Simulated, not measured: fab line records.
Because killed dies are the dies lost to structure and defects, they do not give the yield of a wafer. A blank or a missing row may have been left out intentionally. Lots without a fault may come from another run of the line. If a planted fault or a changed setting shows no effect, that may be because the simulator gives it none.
What tool caused it? :: flow berkeley cmos170 :: 6 lots with 18 wafers sampled at 4 steps, on a route of 331 steps

## WHAT THE GAUGES SHOWED, per wafer
UCB170_M2_CD_MEAS_90 targets a cd of 700 nm.
lot: L943
measured: day 8 22:45
on: cd sem-01
cd nm (nm): 695 697 692

lot: L950
measured: day 10 17:44
on: cd sem-01
cd nm (nm): 722 722 720

lot: L957
measured: day 11 14:43
on: cd sem-02
cd nm (nm): 700 703 700

lot: L958
measured: day 12 18:26
on: cd sem-02
cd nm (nm): 701 696 699

lot: L961
measured: day 12 16:37
on: cd sem-02
cd nm (nm): 702 697 702

lot: L962
measured: day 12 21:01
on: cd sem-01
cd nm (nm): 704 699 706

## EACH LOT AND THE TOOL THAT RAN IT (in order: tool; ch and the chambers of the sampled wafers; start)
lot: L943
UCB170_NVT_STRIP_08: plasma asher-03 ch 0,1, day 6 21:23
UCB170_M2_METAL_ETCH_18: rie metal-03 ch 0, day 8 22:28
UCB170_M2_STRIP_19: plasma asher-04 ch 0,1, day 8 22:39

lot: L950
UCB170_NVT_STRIP_08: plasma asher-02 ch 0,1, day 8 13:38
UCB170_M2_METAL_ETCH_18: rie metal-02 ch 0,1, day 10 17:28
UCB170_M2_STRIP_19: plasma asher-01 ch 0,1, day 10 17:38

lot: L957
UCB170_NVT_STRIP_08: plasma asher-02 ch 0,1, day 9 17:17
UCB170_M2_METAL_ETCH_18: rie metal-01 ch 0,1, day 11 14:26
UCB170_M2_STRIP_19: plasma asher-04 ch 0,1, day 11 14:36

lot: L958
UCB170_NVT_STRIP_08: plasma asher-01 ch 0,1, day 10 14:44
UCB170_M2_METAL_ETCH_18: rie metal-01 ch 0,1, day 12 18:08
UCB170_M2_STRIP_19: plasma asher-03 ch 0,1, day 12 18:20

lot: L961
UCB170_NVT_STRIP_08: plasma asher-02 ch 0,1, day 10 14:56
UCB170_M2_METAL_ETCH_18: rie metal-01 ch 0,1, day 12 16:21
UCB170_M2_STRIP_19: plasma asher-03 ch 0,1, day 12 16:31

lot: L962
UCB170_NVT_STRIP_08: plasma asher-03 ch 1, day 10 21:44
UCB170_M2_METAL_ETCH_18: rie metal-03 ch 0,1, day 12 20:44
UCB170_M2_STRIP_19: plasma asher-04 ch 0,1, day 12 20:55
- UCB170_NVT_STRIP_08: strips in O2.
- UCB170_M2_METAL_ETCH_18: etches Al in Cl2/BCl3, stops on SiO2, target depth 1170 nm, time 195 s.
- UCB170_M2_STRIP_19: strips in O2.

## THE ANSWER, worked out from the rows above alone
Rule: what is usual is taken from the lots themselves. Put in order of their means at a reading, lots are off if they are a third of the lots or fewer, leave a main group of 4 or more, and stand apart from it by a gap of 3 or more times the standard deviation of the main group's means; of several such gaps the widest counts. If all means in a main group match to the digits the tables above print for the reading, that group is not used. Also off: a lot with no number at a reading for which 4 or more lots have one. Any other lot the step has rows for is counted as sound.
Off, at UCB170_M2_CD_MEAS_90 on cd nm: L950. Mean 700 nm and standard deviation 2.8 in the main group.
If a tool, at a process step before that reading, ran all the lots that are off and no sound lot after the first of them, it fits. The gauges at UCB170_M2_CD_MEAS_90 are tried like those tools. This does not decide it: 2 tools fit, namely rie metal-02 at UCB170_M2_METAL_ETCH_18 and plasma asher-01 at UCB170_M2_STRIP_19.

## WHAT THE SIMULATOR HAD INSERTED
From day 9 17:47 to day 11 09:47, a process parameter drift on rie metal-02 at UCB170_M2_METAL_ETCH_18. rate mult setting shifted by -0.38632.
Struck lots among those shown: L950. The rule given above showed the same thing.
